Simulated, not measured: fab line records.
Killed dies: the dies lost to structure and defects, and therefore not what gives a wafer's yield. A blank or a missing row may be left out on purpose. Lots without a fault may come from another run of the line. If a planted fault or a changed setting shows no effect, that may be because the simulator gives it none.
Split-lot study | flow ritCmos | route with 202 steps; 5 lots, 23 wafers read

== THE SPLIT ITSELF ==
At RIT_CONTACT_DEVELOP_07 (develop time 120 s), the setting developTimeS was moved away from the recipe's 120 s on 10 of the 23 wafers read, by -10.9% to +8.4%. The other wafers ran this setting at the recipe's value.

== FROM THE SPLIT TO THE READING: what the file shows between them, 3 steps ==
- RIT_CONTACT_CD_MEAS_08: target cd 1000 nm
- RIT_CONTACT_ETCH_11: etches SiO2 in CHF3/CF4/Ar, stops on TiSi2, target depth 480 nm, time 320 s (also split here: timeS)
- RIT_CONTACT_STRIP_12: strips in O2, time 180 s

== THE READING ==
cdNm, in nm, at RIT_CONTACT_CD_MEAS_90 (target cd 1000 nm). Typical for fault-free wafers on this fab line: 1000.1 nm, with standard deviation 2.2 nm.

wafer  | tool, chamber at the split | developTimeS as run, s | against the recipe | cdNm, nm | against lot-mates on the recipe
L078.1 | lithoTrack-03, 0           | 120                    | recipe             | 1004.4   | -
L078.3 | lithoTrack-03, 0           | 120                    | recipe             | 1004.1   | -
L078.5 | lithoTrack-03, 0           | 120                    | recipe             | 1004.2   | -
L079.1 | lithoTrack-03, 0           | 120                    | recipe             | 998.1    | -
L079.3 | lithoTrack-03, 0           | 120                    | recipe             | 999.4    | -
L079.4 | lithoTrack-03, 0           | 111.7                  | -6.9%              | 994.5    | -4.2
L079.5 | lithoTrack-03, 0           | 111.7                  | -6.9%              | 992.9    | -5.9
L079.6 | lithoTrack-03, 0           | 111.7                  | -6.9%              | 992.2    | -6.5
L080.1 | lithoTrack-02, 0           | 120                    | recipe             | 1001.0   | -
L080.3 | lithoTrack-02, 0           | 120                    | recipe             | 1001.3   | -
L080.4 | lithoTrack-02, 0           | 130.1                  | +8.4%              | 1006.7   | +5.6
L080.5 | lithoTrack-02, 0           | 130.1                  | +8.4%              | 1007.9   | +6.8
L080.6 | lithoTrack-02, 0           | 130.1                  | +8.4%              | 1006.6   | +5.5
L082.1 | lithoTrack-03, 0           | 120                    | recipe             | 1000.8   | -
L082.2 | lithoTrack-03, 0           | 120                    | recipe             | 999.6    | -
L082.4 | lithoTrack-03, 0           | 120                    | recipe             | 1000.1   | -
L082.5 | lithoTrack-03, 0           | 106.9                  | -10.9%             | 989.1    | -11.1
L082.6 | lithoTrack-03, 0           | 106.9                  | -10.9%             | 991.7    | -8.5
L084.1 | lithoTrack-02, 0           | 113.6                  | -5.3%              | 999.4    | -3.5
L084.3 | lithoTrack-02, 0           | 120                    | recipe             | 1003.3   | -
L084.4 | lithoTrack-02, 0           | 120                    | recipe             | 1001.8   | -
L084.5 | lithoTrack-02, 0           | 113.6                  | -5.3%              | 998.6    | -4.3
L084.6 | lithoTrack-02, 0           | 120                    | recipe             | 1003.7   | -

FIT RESULTS
A straight line over all 23 wafers: cdNm changes by +0.877 nm for each +1% of developTimeS; r = +0.91; the points scatter about the line by 2.1 nm.
The same after taking each lot's own level away (the mean of its wafers on the recipe; 23 wafers): +0.79 nm for each +1%; r = +0.98; scatter 0.84 nm.
On that fit, the largest move of developTimeS shifts the reading by 8.6 nm.
From 998.75 to 1004.23 nm: that is the span of the lots' own levels, equal to 2.5 times the standard deviation above.
Hence the slope depends on the lot-to-lot level, as the two fits are not the same.
Check: for one of the wafers moved furthest among these (-10.9%), held out of the fit, the line's prediction against its lot-mates is -8.26 nm. It came out at -11.1 nm against them.

== THESE WAFERS: OTHER SPLITS ==
Note: prior to the reading, these wafers also went through further splits. Each is held against what the fit with the lots' levels taken away leaves over:
other split on the same wafers | wafers away from the commonest value | r with cdNm (lot level and that fit taken away)
RIT_GATE_SOFTBAKE_12 timeS     | 8                                    | +0.09
RIT_NLDD_IMPLANT_08 energyKev  | 8                                    | -0.10
RIT_NSD_SOFTBAKE_02 tempC      | 6                                    | -0.06
RIT_PSD_IMPLANT_08 energyKev   | 8                                    | -0.17
RIT_SILICIDE_WET_ETCH_00 timeS | 15                                   | -0.02
RIT_SILICIDE_SPUTTER_01 powerW | 11                                   | +0.03
RIT_CONTACT_ETCH_11 timeS      | 11                                   | +0.14

== THE WHOLE CHAIN: every reading that the file lists as answering this split, in the file's order ==
step                   | what it does                                                                | reading                                                       | change (the file's fit)               | r (the file's)
RIT_CONTACT_CD_MEAS_08 | target cd 1000 nm                                                           | cdNm                                                          | +0.82 nm for each +1% of the setting  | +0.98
RIT_CONTACT_ETCH_11    | etches SiO2 in CHF3/CF4/Ar, stops on TiSi2, target depth 480 nm, time 320 s | CONTACT.cdNm (the simulator's own value, which no gauge read) | +0.813 nm for each +1% of the setting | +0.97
RIT_CONTACT_CD_MEAS_90 | target cd 1000 nm                                                           | cdNm                                                          | +0.811 nm for each +1% of the setting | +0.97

== FILE'S OWN FIT ==
cdNm changes by +0.811 nm for each +1% of developTimeS, r = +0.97.
